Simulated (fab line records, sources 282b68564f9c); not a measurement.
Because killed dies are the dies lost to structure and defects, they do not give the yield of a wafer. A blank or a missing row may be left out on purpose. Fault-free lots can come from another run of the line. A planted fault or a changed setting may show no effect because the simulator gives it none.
A struck lot beside a sound one	flow rit cmos	44 steps out of a route of 202
Sound: wafers L610.3, L610.4, L610.6. The struck wafers were L619.2, L619.4, L619.5. The cause is given at the end.
Per side, at each step with rows, come the tool, then ch with its chambers, and then its first start. Under that, the readings that differ: sound wafers	struck wafers	difference of the means	sigmas: that difference in standard deviations of wafers without a fault.
alike: readings whose means differ by less than 2 such deviations, and words and numbers that are the same on both sides. not compared: withheld readings, readings that some wafer has no value for, bounds like >300 that may hide the same value, and numbers for which the record gives no deviation and whose values overlap.
A row with sigmas, a row that says differs or no value, or rows on one side alone: a step with any of these is where the two part. Non-overlapping numbers with no deviation appear without sigmas and do not part them. Lack of a reading on every wafer of one side parts them only where that side has two or more wafers.

first, 3 steps without rows for these wafers: RIT_REOX_CLEAN_01 (cleans in dHF, time 30 s); RIT_REOX_CLEAN_02 (cleans in SC2, time 600 s); RIT_REOX_OXIDATION_03 (target thk 25.2 nm, ox time 5580 s).
RIT_REOX_THK_MEAS_04:
  sound on film metro-02 at day 3 20:55; struck on film metro-01 at day 5 09:56
  alike: REOX_OXIDE_THK
then, 6 steps without rows for these wafers: RIT_NLDD_HMDS_00 (prime time 60 s); RIT_NLDD_COAT_01 (resist thk 1000 nm); RIT_NLDD_SOFTBAKE_02 (time 60 s); RIT_NLDD_EXPOSE_03 (exposes mask M7, target cd 40700 nm); RIT_NLDD_PEB_04; RIT_NLDD_DEVELOP_05 (develop time 50 s).
RIT_NLDD_OVL_MEAS_06:
  sound on overlay-01 at day 3 22:01; struck on overlay-02 at day 5 10:50
reading	sound	struck	difference	sigmas
NLDD_OVL (nm)	-1.9 -2.4 -2.5	3.7 2.8 0.6	+4.6	+3
then, 1 step without rows for these wafers: RIT_NLDD_HARDBAKE_07 (time 60 s).
RIT_NLDD_IMPLANT_08:
  sound on implanter-04 ch 0, day 3 22:22; struck on implanter-04 ch 0, day 5 11:02
reading	sound	struck	difference	sigmas
dose ions cm2	4.998e+14 5.004e+14 5.005e+14	2.004e+14 1.998e+14 1.999e+14	-3.002e+14	-99 or more
end station pressure torr (Torr)	6.71e-06 6.01e-06 6.22e-06	5.41e-06 5.26e-06 5.36e-06	-9.70e-07	-3
faraday current uA	1548 1600 1597	627 650 629	-946	-31
RIT_NLDD_STRIP_09: strips in O2, time 180 s.
  sound on plasma asher-03 ch 0,1, day 3 22:31; struck on plasma asher-01 ch 0,1, day 5 11:10
  alike: drypump motor current A
  not compared: rf hours counter h
RIT_NLDD_TW_MEAS_10:
  sound on film metro-04 at day 3 22:40; struck on film metro-02 at day 5 11:21
reading	sound	struck	difference	sigmas
NLDD_TW	2497 2497 2495	1913 1918 1913	-582	-53
then, 6 steps without rows for these wafers: RIT_PLDD_HMDS_00 (prime time 60 s); RIT_PLDD_COAT_01 (resist thk 1000 nm); RIT_PLDD_SOFTBAKE_02 (time 60 s); RIT_PLDD_EXPOSE_03 (exposes mask M8, target cd 40900 nm); RIT_PLDD_PEB_04; RIT_PLDD_DEVELOP_05 (develop time 50 s).
RIT_PLDD_OVL_MEAS_06:
  sound on overlay-01 at day 3 23:52; struck on overlay-02 at day 5 12:20
  alike: PLDD_OVL
then, 2 steps without rows for these wafers: RIT_PLDD_HARDBAKE_07 (time 60 s); RIT_PLDD_IMPLANT_08.
RIT_PLDD_STRIP_09: strips in O2, time 180 s.
  sound on plasma asher-03 ch 0,1, day 4 00:14; struck on plasma asher-04 ch 0,1, day 5 12:40
  alike: drypump motor current A
  not compared: rf hours counter h
RIT_PLDD_TW_MEAS_10:
  sound on film metro-03 at day 4 00:23; struck on film metro-02 at day 5 12:51
  alike: PLDD_TW
then, 4 steps without rows for these wafers: RIT_SPACER_CLEAN_00 (cleans in SC1, time 600 s); RIT_SPACER_CLEAN_01 (cleans in dHF, time 30 s); RIT_SPACER_CLEAN_02 (cleans in SC2, time 600 s); RIT_SPACER_CVD_03 (deposits Si3N4 from SiH2Cl2/NH3, target thk 250 nm, time 3300 s).
RIT_SPACER_THK_MEAS_04:
  sound on film metro-04 at day 4 02:43; struck on film metro-04 at day 5 15:11
  alike: SPACER_NITRIDE_THK
RIT_SPACER_ETCHBACK_05: etches Si3N4 in SF6/CHF3, stops on SiO2, target depth 250 nm, time 240 s.
  sound on rie diel-02 ch 0,1, day 4 02:46; struck on rie diel-04 ch 0,3, day 5 15:14
reading	sound	struck	difference	sigmas
drypump motor current A (A)	5.2 4.7 4.7	6.5 6.3 6.5	+1.6	+3
  alike: oes product au, throttle valve pct
  not compared: rf hours counter h
then, 6 steps without rows for these wafers: RIT_NSD_HMDS_00 (prime time 60 s); RIT_NSD_COAT_01 (resist thk 1000 nm); RIT_NSD_SOFTBAKE_02 (time 60 s); RIT_NSD_EXPOSE_03 (exposes mask M9, target cd 40700 nm); RIT_NSD_PEB_04; RIT_NSD_DEVELOP_05 (develop time 50 s).
RIT_NSD_OVL_MEAS_06:
  sound on overlay-02 at day 4 03:46; struck on overlay-01 at day 5 16:15
  alike: NSD_OVL
then, 2 steps without rows for these wafers: RIT_NSD_HARDBAKE_07 (time 60 s); RIT_NSD_IMPLANT_08.
RIT_NSD_STRIP_09: strips in O2, time 180 s.
  sound on plasma asher-03 ch 0,1, day 4 04:10; struck on plasma asher-01 ch 0,1, day 5 16:35
  alike: drypump motor current A
  not compared: rf hours counter h
RIT_SDANNEAL_RS_MEAS_07: a four-point-probe measurement.
  sound on film metro-04 at day 4 06:43; struck on film metro-02 at day 5 19:11
reading	sound	struck	difference	sigmas
NLDD_RS (ohm/sq)	150.5 151.2 151.0	306.0 305.3 306.5	+155.0	+99 or more
RIT_M1_PROBE_99:
  sound on prober-01 at day 4 14:22; struck on prober-02 at day 6 02:24
reading	sound	struck	difference	sigmas
model.etest.nmos_0p15.r on ohm um	1068 1092 1071	1785 1717 1787	+686	
model.etest.nmos_0p3.r on ohm um	2091 2134 2104	2809 2777 2819	+692	
model.etest.nldd.rs ohm sq	343.4 346.8 345.8	833.9 822.6 819.5	+480.0	
model.etest.nmos turned.drive ua um	343.5 335.6 342.5	111.2 115.9 112.5	-227.3	
model.etest.nldd.line ohm um	108.1 111.2 107.6	261.7 255.7 254.8	+148.4	
model.etest.nmos_0p15.drive ua um	479.7 467.3 483.5	336.2 338.6 332.9	-140.9	
model.etest.nmos narrow.drive ua um	225.8 223.1 230	192.1 191.4 189.4	-35.3	
model.etest.nmos_0p3.drive ua um	226.3 224.5 228	190.4 190.1 188.2	-36.7	
  alike: killed_at_M0_to_M3, killed at front end, killed dies, killed open, killed short

== WHERE THEY PART ==
First at RIT_NLDD_OVL_MEAS_06; last, within this record, at RIT_SDANNEAL_RS_MEAS_07. Later steps at which nothing parts them and some readings are alike: RIT_M1_PROBE_99.

WHY: the cause the simulator had injected
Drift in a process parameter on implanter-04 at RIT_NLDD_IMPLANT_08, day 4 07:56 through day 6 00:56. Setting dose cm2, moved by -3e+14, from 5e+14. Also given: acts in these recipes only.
